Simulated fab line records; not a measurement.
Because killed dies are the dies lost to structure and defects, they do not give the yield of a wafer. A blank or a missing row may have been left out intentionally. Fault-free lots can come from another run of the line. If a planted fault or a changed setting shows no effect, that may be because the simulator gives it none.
Which tool is to blame? | flow rit cmos | 38 wafers from 13 lots sampled at 5 of the route's 202 steps

WHAT THE GAUGES READ, wafer by wafer
Not one reading of a measure or inspect step in the record can be checked against a usual standard deviation.

WHICH TOOL RAN EACH LOT (tool, then ch and the chambers of the sampled wafers, then the start)
lot  | RIT_ACTIVE_ETCH_13                | RIT_PLDD_STRIP_09                   | RIT_SPACER_ETCHBACK_05            | RIT_PSD_STRIP_09                    | RIT_M1_PROBE_99
L388 | rie diel-04 ch 0,3, day 1 14:44   | plasma asher-01 ch 0,1, day 3 06:08 | rie diel-04 ch 0,1,2, day 3 08:44 | plasma asher-03 ch 0,1, day 3 11:53 | -
L390 | rie diel-01 ch 1,3, day 2 02:49   | plasma asher-01 ch 0,1, day 3 08:13 | rie diel-04 ch 1,2, day 3 10:45   | plasma asher-03 ch 0,1, day 3 13:56 | -
L391 | rie diel-01 ch 1,2, day 2 05:43   | plasma asher-03 ch 0, day 3 22:25   | rie diel-03 ch 1,3, day 4 01:00   | plasma asher-04 ch 0,1, day 4 03:53 | -
L392 | rie diel-02 ch 1,2, day 2 13:06   | plasma asher-01 ch 0,1, day 4 03:14 | rie diel-01 ch 0,2,3, day 4 05:47 | plasma asher-02 ch 0,1, day 4 08:36 | -
L394 | rie diel-01 ch 0,3, day 2 22:14   | plasma asher-01 ch 0,1, day 4 06:11 | rie diel-01 ch 0,1,3, day 4 08:43 | plasma asher-03 ch 0,1, day 4 11:43 | -
L395 | rie diel-04 ch 0,3, day 3 02:11   | plasma asher-04 ch 0,1, day 4 08:10 | rie diel-04 ch 0,3, day 4 10:45   | plasma asher-04 ch 0,1, day 4 13:59 | prober-02, day 4 22:50
L398 | rie diel-01 ch 1,2,3, day 3 17:49 | plasma asher-03 ch 0,1, day 5 00:12 | rie diel-01 ch 0,2,3, day 5 02:45 | plasma asher-03 ch 0,1, day 5 06:14 | -
L399 | rie diel-04 ch 0,2,3, day 3 22:10 | plasma asher-04 ch 0,1, day 5 07:01 | rie diel-01 ch 1,2,3, day 5 09:37 | plasma asher-03 ch 0,1, day 5 12:29 | -
L401 | rie diel-02 ch 0,2, day 4 11:10   | plasma asher-04 ch 0, day 5 16:20   | rie diel-01 ch 0,1, day 5 19:15   | plasma asher-04 ch 1, day 5 22:37   | prober-02, day 6 07:16
L402 | rie diel-01 ch 0,2,3, day 4 13:17 | plasma asher-03 ch 0,1, day 5 18:38 | rie diel-03 ch 1,3, day 5 21:25   | plasma asher-03 ch 0,1, day 6 00:25 | -
L408 | rie diel-02 ch 0,1,3, day 5 20:38 | plasma asher-04 ch 0,1, day 7 12:40 | rie diel-04 ch 1,2, day 7 15:11   | plasma asher-04 ch 0,1, day 7 18:08 | -
L410 | rie diel-01 ch 1,2,3, day 6 04:43 | plasma asher-01 ch 0,1, day 8 03:31 | rie diel-04 ch 1,2,3, day 8 06:27 | plasma asher-02 ch 0,1, day 8 09:20 | -
L411 | rie diel-02 ch 0,3, day 6 11:57   | plasma asher-03 ch 0,1, day 8 03:56 | rie diel-03 ch 0,1, day 8 06:53   | plasma asher-03 ch 0,1, day 8 09:50 | -
- RIT_ACTIVE_ETCH_13: etches Si3N4 in SF6, stops on SiO2, time 210 s, target depth 210 nm.
- RIT_PLDD_STRIP_09: strips in O2, time 180 s.
- RIT_SPACER_ETCHBACK_05: etches Si3N4 in SF6/CHF3, stops on SiO2, target depth 250 nm, time 240 s.
- RIT_PSD_STRIP_09: strips in O2, time 180 s.
- RIT_M1_PROBE_99

AS READ BY THE TOOLS THEMSELVES (means over the sampled wafers that have a number; for cases with no such wafer, the mark the record gives instead)
RIT_ACTIVE_ETCH_13. Usual: drypump motor current A 5.4 A, standard deviation 0.45; oes product au 0.817 a.u., standard deviation 0.01; throttle valve pct 7.50 %, standard deviation 0.1.
lot  | tool        | drypump motor current A (A) | oes product au (a.u.) | throttle valve pct (%) | flag
L388 | rie diel-04 | 6.0                         | 0.827                 | 7.52                   |
L390 | rie diel-01 | 5.0                         | 0.824                 | 7.52                   |
L391 | rie diel-01 | 5.2                         | 0.825                 | 7.50                   |
L392 | rie diel-02 | 5.4                         | 0.820                 | 7.52                   |
L394 | rie diel-01 | 5.0                         | 0.807                 | 7.50                   |
L395 | rie diel-04 | 6.1                         | 0.827                 | 7.51                   |
L398 | rie diel-01 | 5.0                         | 0.830                 | 7.46                   |
L399 | rie diel-04 | 5.9                         | 0.822                 | 7.51                   |
L401 | rie diel-02 | 5.7                         | 0.813                 | 7.65                   |
L402 | rie diel-01 | 5.1                         | 0.815                 | 7.47                   |
L408 | rie diel-02 | 5.7                         | 0.816                 | 7.47                   |
L410 | rie diel-01 | 5.0                         | 0.836                 | 7.47                   |
L411 | rie diel-02 | 5.8                         | 0.810                 | 7.45                   |

RIT_PLDD_STRIP_09. Usual: drypump motor current A 5.61 A, standard deviation 0.2; rf refl power W 7.1 W, standard deviation 1.2.
lot  | tool            | drypump motor current A (A) | rf refl power W (W) | flag
L388 | plasma asher-01 | 5.70                        | 7.7                 |
L390 | plasma asher-01 | 5.68                        | 7.7                 |
L391 | plasma asher-03 | 5.65                        | 7.0                 |
L392 | plasma asher-01 | 5.66                        | 7.6                 |
L394 | plasma asher-01 | 5.69                        | 7.9                 |
L395 | plasma asher-04 | 5.35                        | 7.2                 |
L398 | plasma asher-03 | 5.70                        | 6.3                 |
L399 | plasma asher-04 | 5.35                        | 7.2                 |
L401 | plasma asher-04 | 5.73                        | 8.3                 |
L402 | plasma asher-03 | 5.70                        | 5.6                 |
L408 | plasma asher-04 | 5.53                        | 8.1                 |
L410 | plasma asher-01 | 5.68                        | 7.8                 |
L411 | plasma asher-03 | 5.71                        | 5.6                 |

RIT_SPACER_ETCHBACK_05. Usual: drypump motor current A 5.5 A, standard deviation 0.53; oes product au 0.845 a.u., standard deviation 0.013; throttle valve pct 10.33 %, standard deviation 0.11.
lot  | tool        | drypump motor current A (A) | oes product au (a.u.) | throttle valve pct (%) | flag
L388 | rie diel-04 | 6.0                         | 0.849                 | 10.34                  |
L390 | rie diel-04 | 5.9                         | 0.849                 | 10.32                  |
L391 | rie diel-03 | 5.4                         | 0.854                 | 10.38                  |
L392 | rie diel-01 | 5.1                         | 0.847                 | 10.23                  |
L394 | rie diel-01 | 5.1                         | 0.827                 | 10.27                  |
L395 | rie diel-04 | 6.0                         | 0.853                 | 10.29                  |
L398 | rie diel-01 | 5.1                         | 0.833                 | 10.24                  |
L399 | rie diel-01 | 5.0                         | 0.840                 | 10.24                  |
L401 | rie diel-01 | 5.4                         | 0.834                 | 10.30                  |
L402 | rie diel-03 | 5.4                         | 0.866                 | 10.48                  |
L408 | rie diel-04 | 5.9                         | 0.848                 | 10.32                  |
L410 | rie diel-04 | 5.6                         | 0.830                 | 10.32                  |
L411 | rie diel-03 | 5.2                         | 0.860                 | 10.50                  |

RIT_PSD_STRIP_09. Usual: drypump motor current A 5.7 A, standard deviation 0.3; rf refl power W 6.6 W, standard deviation 1.7.
lot  | tool            | drypump motor current A (A) | rf refl power W (W) | flag
L388 | plasma asher-03 | 5.7                         | 6.4                 |
L390 | plasma asher-03 | 5.7                         | 6.5                 |
L391 | plasma asher-04 | 5.5                         | 7.9                 |
L392 | plasma asher-02 | 6.1                         | 7.4                 |
L394 | plasma asher-03 | 5.7                         | 6.3                 |
L395 | plasma asher-04 | 5.5                         | 7.9                 |
L398 | plasma asher-03 | 5.7                         | 5.7                 |
L399 | plasma asher-03 | 5.7                         | 6.4                 |
L401 | plasma asher-04 | 5.2                         | 6.6                 |
L402 | plasma asher-03 | 5.7                         | 6.2                 |
L408 | plasma asher-04 | 5.5                         | 7.8                 |
L410 | plasma asher-02 | 6.1                         | 7.3                 |
L411 | plasma asher-03 | 5.7                         | 6.3                 |

RIT_M1_PROBE_99. Usual: for killed_at_M0_to_M3, 0.0 with a standard deviation of 0.2; for killed at contacts, 0.1 with a standard deviation of 0.31; for killed at front end, 7 with a standard deviation of 3; for killed dies, 7 with a standard deviation of 3; for killed on rim, 2.0 with a standard deviation of 1.3; for killed open, 3.8 with a standard deviation of 2.1; for killed short, 3.6 with a standard deviation of 1.9.
lot  | tool      | killed_at_M0_to_M3 | killed at contacts | killed at front end | killed dies | killed on rim | killed open | killed short | flag
L395 | prober-02 | 0.0                | 0.0                | 11                  | 11          | 2.3           | 5.0         | 5.7          |
L401 | prober-02 | 0.0                | 0.0                | 132                 | 132         | 34.5          | 2.5         | 4.0          | OFF

THE ANSWER, worked out from the rows above alone
Rule: take the mean of a lot's wafers that have a number; if it is more than 3 standard deviations from the usual mean, the lot is off. Also off: a lot with no number at a reading for which 4 or more lots have one. Where the step has rows for the other lots, those lots are counted as sound. The gauges are gone through in route order, then the tools' own readings, and for those a lot's mean is taken as printed above. The first step at which some lot is off is used, and at that step the reading that is off furthest; a lot without a number counts as furthest.
Off: L401, at RIT_M1_PROBE_99 (killed at front end). Neither off nor sound, because the step has no rows for them: L388, L390, L391, L392, L394, L398, L399, L402, L408, L410, L411.
If a tool, at that step or one of the process steps before it, ran each lot that is off and ran no sound lot following the first of them, it fits. Can't be told from this: 4 tools fit, rie diel-02 at RIT_ACTIVE_ETCH_13, plasma asher-04 at RIT_PLDD_STRIP_09 and RIT_PSD_STRIP_09, rie diel-01 at RIT_SPACER_ETCHBACK_05, prober-02 at RIT_M1_PROBE_99.

WHAT THE SIMULATOR HAD INSERTED
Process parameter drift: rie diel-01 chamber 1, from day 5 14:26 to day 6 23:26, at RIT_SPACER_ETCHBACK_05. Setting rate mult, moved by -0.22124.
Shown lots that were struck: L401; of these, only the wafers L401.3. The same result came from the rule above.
